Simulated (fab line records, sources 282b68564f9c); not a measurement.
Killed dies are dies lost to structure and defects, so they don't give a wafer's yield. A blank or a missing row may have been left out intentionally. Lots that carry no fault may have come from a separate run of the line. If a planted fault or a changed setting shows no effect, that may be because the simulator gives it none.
fab line records	flow rit_cmos
record: lots: 7	wafers: 21	last_day: 7
route steps=202 shown PRETRO@69 GATE@75 FOX2@80 M1@202
lots untouched by any fault: they come from a run of this same line in which no faults occurred
start_h: hours from the record's first day to the start of the lot's first wafer shown	wait_h: how many hours have passed since the lot's step before this one	" identical to the entry in the row above	L1.1+2: several wafers, shown together as one row	- either no value or no given start	* or withheld: withheld	< > ~ a bound
route shown NAME@n: NAME is a module with steps in the file, n the number in the route of the first one	usual: the fault-free wafers' mean and standard deviation	same: alike in all rows	chamber/n: place in a boat	sites: per-site readings	_std_site: standard deviation of those values	_edge_site: outer sites' mean less inner sites'	radius_mm: for every site, how far away it sits from the centre of the wafer	mask NAME#n: copy n	behind: the most recent tool/chamber to have shaped the wafer	hold: reason for holding the lot/hours on hold/outcome of the hold	device: the n, p or np transistor that did not switch	end of line: tests run on the same wafers once the route is complete	a step without rows: its recipe alone	killed: count of dies lost to structure and defects at first sort (not the wafer's yield)	map: a wafer's dies, marking killed ones x, the rest . and places with no die _
set.NAME: the setting the step ran with; set.NAME@STEP: the setting that earlier step ran with	model.NAME: the simulator's own value behind a step, which no gauge read
a table for each step, a row for each wafer; lots at some steps of the route
services: when a tool's chamber went out of use (start_h, in hours from the record's first day, below 0 if earlier), for how many hours, and the reason
== steps ==
step: RIT_PRETRO_DEVELOP_05
recipe: resist: NOVOLAK	develop_time_s: 68	dev_temp_c: 23
step: RIT_PRETRO_OVL_MEAS_06
usual: PRETRO_OVL: 0.2/1.1
lot.wafer	tool	chamber	start_h	wait_h	PRETRO_OVL[nm]
L729.3	overlay-02	-	58.38	-	0.6
L729.5	"	-	"	"	-0.5
L729.6	"	-	"	"	-0.9
L730.1	overlay-01	-	63.56	-	-0.5
L730.2	"	-	"	"	0.6
L730.3	"	-	"	"	1.7
L731.1	overlay-01	-	66.36	-	0.3
L731.2	"	-	"	"	-0.5
L731.3	"	-	"	"	0.7
L733.1	overlay-01	-	77.69	-	-0.8
L733.3	"	-	"	"	0.3
L733.4	"	-	"	"	-0.4
L735.1	overlay-02	-	86.89	-	-0.4
L735.2	"	-	"	"	-1.1
L735.6	"	-	"	"	-0.3
L742.1	overlay-02	-	123.51	-	1.1
L742.3	"	-	"	"	1.1
L742.4	"	-	"	"	0.2
L743.1	overlay-02	-	127.61	-	1.2
L743.3	"	-	"	"	0.1
L743.4	"	-	"	"	-0.1
step: RIT_PRETRO_HARDBAKE_07
recipe: resist: NOVOLAK	temp_c: 140	time_s: 120
step: RIT_PRETRO_IMPLANT_08
recipe: species: B	energy_kev: 45	dose_cm2: 1.2e+13	tilt_deg: 7
step: RIT_PRETRO_STRIP_09
recipe: chemistry: O2	time_s: 180	resist: NOVOLAK	platen_temp_c: withheld	power_w: 500	pressure_mtorr: 4000	o2_flow_sccm: 4000
usual: drypump_motor_current_A: 5.8/0.47
lot.wafer	tool	chamber	start_h	wait_h	drypump_motor_current_A	rf_hours_counter_h
L729.3	plasma_asher-01	0	58.86	0.1	5.1	-
L729.5	"	0	"	"	5.1	-
L729.6	"	1	"	"	6.3	-
L730.1	plasma_asher-02	1	64.00	0.1	6.0	42
L730.2	"	0	"	"	6.3	42
L730.3	"	0	"	"	6.3	-
L731.1	plasma_asher-03	1	66.79	0.1	5.8	27
L731.2	"	0	"	"	5.9	27
L731.3	"	0	"	"	5.9	-
L733.1	plasma_asher-03	1	78.12	0.1	5.8	28
L733.3	"	1	"	"	5.8	-
L733.4	"	0	"	"	5.9	-
L735.1	plasma_asher-01	1	87.33	0.1	6.2	45
L735.2	"	0	"	"	5.1	45
L735.6	"	1	"	"	6.2	-
L742.1	plasma_asher-03	0	123.95	0.1	6.0	33
L742.3	"	0	"	"	5.9	-
L742.4	"	1	"	"	5.8	-
L743.1	plasma_asher-01	1	128.04	0.1	6.3	50
L743.3	"	1	"	"	6.3	-
L743.4	"	0	"	"	5.0	-
step: RIT_PRETRO_TW_MEAS_10
usual: PRETRO_TW: 472/3.4
lot.wafer	tool	chamber	start_h	wait_h	PRETRO_TW
L729.3	film_metro-01	-	59.00	0.1	470
L729.5	"	-	"	"	471
L729.6	"	-	"	"	471
L730.1	film_metro-02	-	64.17	0.1	469
L730.2	"	-	"	"	471
L730.3	"	-	"	"	471
L731.1	film_metro-02	-	66.97	0.1	471
L731.2	"	-	"	"	468
L731.3	"	-	"	"	470
L733.1	film_metro-04	-	78.30	0.1	479
L733.3	"	-	"	"	477
L733.4	"	-	"	"	478
L735.1	film_metro-02	-	87.50	0.1	470
L735.2	"	-	"	"	469
L735.6	"	-	"	"	471
L742.1	film_metro-02	-	124.12	0.1	472
L742.3	"	-	"	"	474
L742.4	"	-	"	"	473
L743.1	film_metro-02	-	128.22	0.1	473
L743.3	"	-	"	"	474
L743.4	"	-	"	"	472
step: RIT_GATE_WET_ETCH_00
recipe: chemistry: BOE	target: SiO2	target_depth_nm: 56	time_s: 60	dry: n2_spin	dilution: 10:1	temp_c: 21.5
step: RIT_GATE_CLEAN_01
recipe: chemistry: SC1	mix: 3:3:50	time_s: 600	temp_c: 75
step: RIT_GATE_CLEAN_02
recipe: chemistry: dHF	dilution: 50:1	time_s: 30
step: RIT_GATE_CLEAN_03
recipe: chemistry: SC2	mix: 3:3:50	time_s: 600	temp_c: 75	dry: n2_spin
step: RIT_GATE_CLEAN_04
recipe: chemistry: dHF	dilution: 50:1	time_s: 60	dry: n2_spin
step: RIT_FOX2_THK_MEAS_91
recipe: reads: SiO2_of_FOX2_OXIDATION_00
usual: FIELD_OXIDE_LEFT_2_THK: 255/7.3
lot.wafer	tool	chamber	start_h	wait_h	FIELD_OXIDE_LEFT_2_THK[nm]
L729.3	film_metro-01	-	59.47	0.0	259
L729.5	"	-	"	"	261
L729.6	"	-	"	"	262
L730.1	film_metro-03	-	64.67	0.0	242
L730.2	"	-	"	"	246
L730.3	"	-	"	"	245
L731.1	film_metro-03	-	67.45	0.0	262
L731.2	"	-	"	"	263
L731.3	"	-	"	"	269
L733.1	film_metro-02	-	78.81	0.0	247
L733.3	"	-	"	"	247
L733.4	"	-	"	"	249
L735.1	film_metro-01	-	88.01	0.0	251
L735.2	"	-	"	"	254
L735.6	"	-	"	"	254
L742.1	film_metro-02	-	124.60	0.0	259
L742.3	"	-	"	"	262
L742.4	"	-	"	"	260
L743.1	film_metro-03	-	128.73	0.0	255
L743.3	"	-	"	"	264
L743.4	"	-	"	"	260
step: RIT_GATE_OXIDATION_05
recipe: temp_c: 900	ambient: O2	target_thk_a: 30	ox_time_s: 270
usual: spike_tc_centre_C: 901.0/1.2	spike_tc_source_C: 925.2/1.5	tube_center_temp_C: 900/0.074	tube_center_temp_C_max: 902.3/0.37
same: ox_time_s: 270
lot.wafer	tool	chamber	start_h	wait_h	spike_tc_centre_C	spike_tc_source_C	tube_center_temp_C	tube_center_temp_C_max	model.SiO2_of_GATE_OXIDATION_05.thk_nm
L729.3	furnace-01	0	60.43	0.9	901.8	924.4	900.12	902.2	2.966
L729.5	"	0	"	"	900.5	924.0	900.11	902.6	3.025
L729.6	"	0	"	"	900.7	925.1	900.04	902.1	2.959
L730.1	furnace-01	0	64.73	0.1	902.6	924.9	900	902.0	3.005
L730.2	"	0	"	"	900.9	922.9	899.98	902.2	3.008
L730.3	"	0	"	"	901.1	924.4	899.95	902.1	3.002
L731.1	furnace-01	0	67.51	0.1	896.7	920.3	894.97	897.3	2.805
L731.2	"	0	"	"	896.8	919.8	895.2	898.2	2.77
L731.3	"	0	"	"	895.6	921.0	895.1	897.1	2.817
L733.1	furnace-01	0	78.87	0.1	895.6	919.7	895.03	897.1	2.784
L733.3	"	0	"	"	895.4	917.1	894.9	897.0	2.791
L733.4	"	0	"	"	896.8	919.2	894.92	896.8	2.816
L735.1	furnace-01	0	88.07	0.1	895.4	919.7	895.04	897.3	2.862
L735.2	"	0	"	"	896.0	918.4	894.91	897.1	2.871
L735.6	"	0	"	"	895.9	921.4	894.86	897.2	2.86
L742.1	furnace-04	0	124.68	0.1	901.0	925.6	900.05	902.8	2.966
L742.3	"	0	"	"	900.1	926.2	899.99	902.1	2.999
L742.4	"	0	"	"	900.8	926.2	900.09	902.4	2.987
L743.1	furnace-04	0	129.26	0.5	901.0	925.3	900.02	901.8	2.971
L743.3	"	0	"	"	901.8	925.0	900.04	902.4	2.968
L743.4	"	0	"	"	902.2	926.6	899.98	902.2	3.01
step: RIT_GATE_ANNEAL_06
recipe: temp_c: 900	time_s: 600	ambient: N2O
step: RIT_GATE_THK_MEAS_07
recipe: reads: SiO2_of_GATE_OXIDATION_05
usual: GATE_OXIDE_THK: 3.02/0.07
lot.wafer	tool	chamber	start_h	wait_h	GATE_OXIDE_THK[nm]
L729.3	film_metro-02	-	63.09	0.0	3.03
L729.5	"	-	"	"	3.04
L729.6	"	-	"	"	2.98
L730.1	film_metro-01	-	66.05	0.0	2.96
L730.2	"	-	"	"	2.99
L730.3	"	-	"	"	3.02
L731.1	film_metro-01	-	69.86	0.0	2.77
L731.2	"	-	"	"	2.78
L731.3	"	-	"	"	2.83
L733.1	film_metro-01	-	80.20	0.0	2.77
L733.3	"	-	"	"	2.82
L733.4	"	-	"	"	2.77
L735.1	film_metro-03	-	89.46	0.0	2.90
L735.2	"	-	"	"	2.92
L735.6	"	-	"	"	2.80
L742.1	film_metro-03	-	127.94	0.0	2.96
L742.3	"	-	"	"	2.95
L742.4	"	-	"	"	2.97
L743.1	film_metro-01	-	130.58	0.0	2.95
L743.3	"	-	"	"	2.99
L743.4	"	-	"	"	3.05
step: RIT_GATE_CVD_08
recipe: material: poly-Si	target_thk_nm: 250	temp_c: 610	precursor: SiH4	time_s: 2220	pressure_mtorr: 300	sih4_flow_sccm: 100
step: RIT_M1_PROBE_99
usual: killed_at_contacts: 0.1/0.24	killed_at_front_end: 7/3.2	killed_dies: 7/3.2	killed_open: 3.6/2.1	killed_short: 3.5/2
same: gross_dies: 264	killed_at_M0_to_M3: 0	killed_at_M4_up: 0	killed_at_back_side: 0	killed_at_other: 0
lot.wafer	tool	chamber	start_h	wait_h	killed_at_contacts	killed_at_front_end	killed_dies	killed_open	killed_short	model.etest.pmos_0p3.r_on_ohm_um	model.etest.nmos_0p3.r_on_ohm_um	model.etest.nmos_narrow.drive_ua_um	model.etest.nmos_0p3.drive_ua_um	model.etest.pmos_0p3.drive_ua_um	model.etest.pmos_narrow.drive_ua_um	model.etest.nmos_0p15.swing_mv_dec	model.etest.pmos_0p15.swing_mv_dec
L729.3	prober-01	-	86.39	0.2	0	10	10	4	6	6291	2186	222	224.4	102.1	102.1	85.16	83.66
L729.5	prober-01	-	86.49	0.2	0	3	3	1	2	6364	2215	217.8	217.9	100.1	99.89	85.82	83.84
L729.6	prober-01	-	86.54	0.2	0	6	6	2	4	6137	2158	221.4	225	104.1	103.1	85.47	83.56
L730.1	prober-02	-	89.45	0.1	0	3	3	2	1	6435	2160	238.4	235	99.93	101.5	85.52	84.15
L730.2	prober-02	-	89.50	0.1	0	1	1	0	1	6279	2098	240.3	238.2	101.3	103.7	85.78	84.4
L730.3	prober-02	-	89.55	0.2	0	1	1	1	0	6339	2103	240.5	236.8	100.5	103.1	85.47	83.99
L731.1	prober-01	-	92.62	0.1	0	9	9	3	6	5846	2071	251.7	249.6	113.9	115.1	84.28	82.94
L731.2	prober-01	-	92.67	0.1	0	10	10	5	5	5756	2028	252.2	251.8	116	115.5	83.82	82.64
L731.3	prober-01	-	92.72	0.2	0	6	6	2	4	5810	2042	241.6	247.4	112.6	111.9	84.09	82.87
L733.1	prober-01	-	103.71	0.1	0	8	8	3	5	5966	2052	254.1	247.6	110.3	113.3	83.49	82.24
L733.3	prober-01	-	103.81	0.2	0	6	6	2	4	5936	2058	255	249.4	112.2	114.6	83.32	81.98
L733.4	prober-01	-	103.86	0.2	0	10	10	4	6	6009	2059	252.9	246	109.5	111.4	83.5	82.38
L735.1	prober-01	-	112.94	0.1	0	6	6	1	5	5970	2087	240	239.7	108.6	109.7	84.84	83.57
L735.2	prober-01	-	112.99	0.1	0	9	9	4	5	5997	2119	236.5	238	108.1	109.3	85.14	83.74
L735.6	prober-01	-	113.19	0.2	1	10	11	5	6	6044	2090	237.1	237.6	106.8	107.6	84.61	83.47
L742.1	prober-02	-	152.42	0.1	0	7	7	6	1	6383	2176	229.9	229.9	100.4	102.7	85.51	84.08
L742.3	prober-02	-	152.52	0.2	0	7	7	2	5	6251	2155	227.6	226.8	101.4	101.9	85.61	83.95
L742.4	prober-02	-	152.57	0.2	0	5	5	2	3	6319	2170	230.7	226.9	100.8	102.4	85.13	83.79
L743.1	prober-01	-	155.88	0.1	0	8	8	5	3	6137	2113	239.8	232.6	105.6	109.2	85.9	84.2
L743.3	prober-01	-	155.98	0.2	0	6	6	3	3	6032	2092	238.2	232.7	105	109.6	85.83	84.51
L743.4	prober-01	-	156.03	0.2	0	7	7	3	4	6066	2094	234.8	230.5	104.1	107.8	86.48	84.76
killed by level:class
L729.3 GATE:geometric_particle:short=4 GATE:geometric_particle:open=2 FOX1:geometric_particle:open=1 REOX:geometric_particle:short=1 SPACER:geometric_particle:short=1 SPACER:geometric_particle:open=1
L729.5 GATE:geometric_particle:short=2 FOX1:geometric_particle:open=1
L729.6 GATE:geometric_particle:open=2 FOX2:geometric_particle:short=1 GATE:geometric_particle:short=1 REOX:geometric_particle:short=1 SPACER:geometric_particle:short=1
L730.1 GATE:geometric_particle:short=1 GATE:geometric_particle:open=1 SILICIDE:geometric_particle:open=1
L730.2 GATE:geometric_particle:short=1
L730.3 REOX:geometric_particle:open=1
L731.1 GATE:geometric_particle:open=3 GATE:geometric_particle:short=3 REOX:geometric_particle:short=2 SILICIDE:geometric_particle:short=1
L731.2 GATE:geometric_particle:open=3 GATE:geometric_particle:short=2 FOX2:geometric_particle:short=1 REOX:geometric_particle:open=1 SPACER:geometric_particle:open=1 SPACER:geometric_particle:short=1 SILICIDE:geometric_particle:short=1
L731.3 FOX2:geometric_particle:short=1 FOX2:geometric_particle:open=1 GATE:geometric_particle:short=1 GATE:geometric_particle:open=1 REOX:geometric_particle:short=1 SILICIDE:geometric_particle:short=1
L733.1 GATE:geometric_particle:short=3 GATE:geometric_particle:open=2 FOX1:geometric_particle:short=1 FOX1:geometric_particle:open=1 FOX2:geometric_particle:short=1
L733.3 GATE:geometric_particle:open=2 GATE:geometric_particle:short=2 FOX1:geometric_particle:short=1 FOX2:geometric_particle:short=1
L733.4 FOX1:geometric_particle:short=3 GATE:geometric_particle:open=2 SILICIDE:geometric_particle:short=2 GATE:geometric_particle:short=1 SPACER:geometric_particle:open=1 SILICIDE:geometric_particle:open=1
L735.1 SPACER:geometric_particle:short=3 GATE:geometric_particle:short=2 GATE:geometric_particle:open=1
L735.2 GATE:geometric_particle:short=2 REOX:geometric_particle:open=2 SPACER:geometric_particle:open=2 REOX:geometric_particle:short=1 SPACER:geometric_particle:short=1 SILICIDE:geometric_particle:short=1
L735.6 GATE:geometric_particle:short=3 GATE:geometric_particle:open=2 SILICIDE:geometric_particle:open=2 FOX2:geometric_particle:short=1 SPACER:geometric_particle:short=1 SPACER:geometric_particle:open=1 CONTACT:geometric_particle:short=1
L742.1 GATE:geometric_particle:open=3 FOX1:geometric_particle:open=2 FOX2:geometric_particle:open=1 SPACER:geometric_particle:short=1
L742.3 GATE:geometric_particle:short=4 FOX1:geometric_particle:short=1 FOX2:geometric_particle:open=1 SPACER:geometric_particle:open=1
L742.4 FOX1:geometric_particle:open=1 GATE:geometric_particle:short=1 REOX:geometric_particle:short=1 REOX:geometric_particle:open=1 SPACER:geometric_particle:short=1
L743.1 GATE:geometric_particle:open=3 FOX1:geometric_particle:open=1 GATE:geometric_particle:short=1 REOX:geometric_particle:open=1 REOX:geometric_particle:short=1 SILICIDE:geometric_particle:short=1
L743.3 GATE:geometric_particle:open=3 GATE:geometric_particle:short=2 REOX:geometric_particle:short=1
L743.4 GATE:geometric_particle:short=4 FOX1:geometric_particle:open=1 FOX2:geometric_particle:open=1 GATE:geometric_particle:open=1
== services ==
tool	chamber	start_h	hours	kind
plasma_asher-03	-	109.64	4.5	repair
== key ==
first_sign: step: RIT_GATE_OXIDATION_05	reading: tube_center_temp_C	direction: down	sigmas: 56	usual: *	struck: *
effect: step: RIT_GATE_OXIDATION_05	reading: tube_center_temp_C_max	direction: down	sigmas: 14	usual: *	struck: *
effect: step: RIT_GATE_THK_MEAS_07	reading: GATE_OXIDE_THK	direction: down	sigmas: 2.8	usual: 3.02	struck: 2.82
model_effect: step: RIT_GATE_OXIDATION_05	value: SiO2_of_GATE_OXIDATION_05.thk_nm	without: 3	struck: 2.82
model_effect: step: RIT_M1_PROBE_99	value: etest.pmos_0p3.r_on_ohm_um	without: 6229	struck: 5926
met_at RIT_GATE_OXIDATION_05
struck_wafers L731.1,L731.2,L731.3,L733.1,L733.3,L733.4,L735.1,L735.2,L735.6
tester_left_out L731,L733,L735
onset_between 64.73 67.51
fault: kind: process_parameter_drift	tool: furnace-01	chamber: -	onset_h: 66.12	steps: RIT_GATE_OXIDATION_05	channel: temp_c	offset: *	shape: step	end_h: 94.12	acts_in: *	stated: *
tester_left_out: of these lots the tester's yield and bins aren't shown, on N5 and GAA mostly nor the transistor test; their killed dies are dies lost to structure and defects alone, not to doping, threshold or leakage, so they don't give the yield
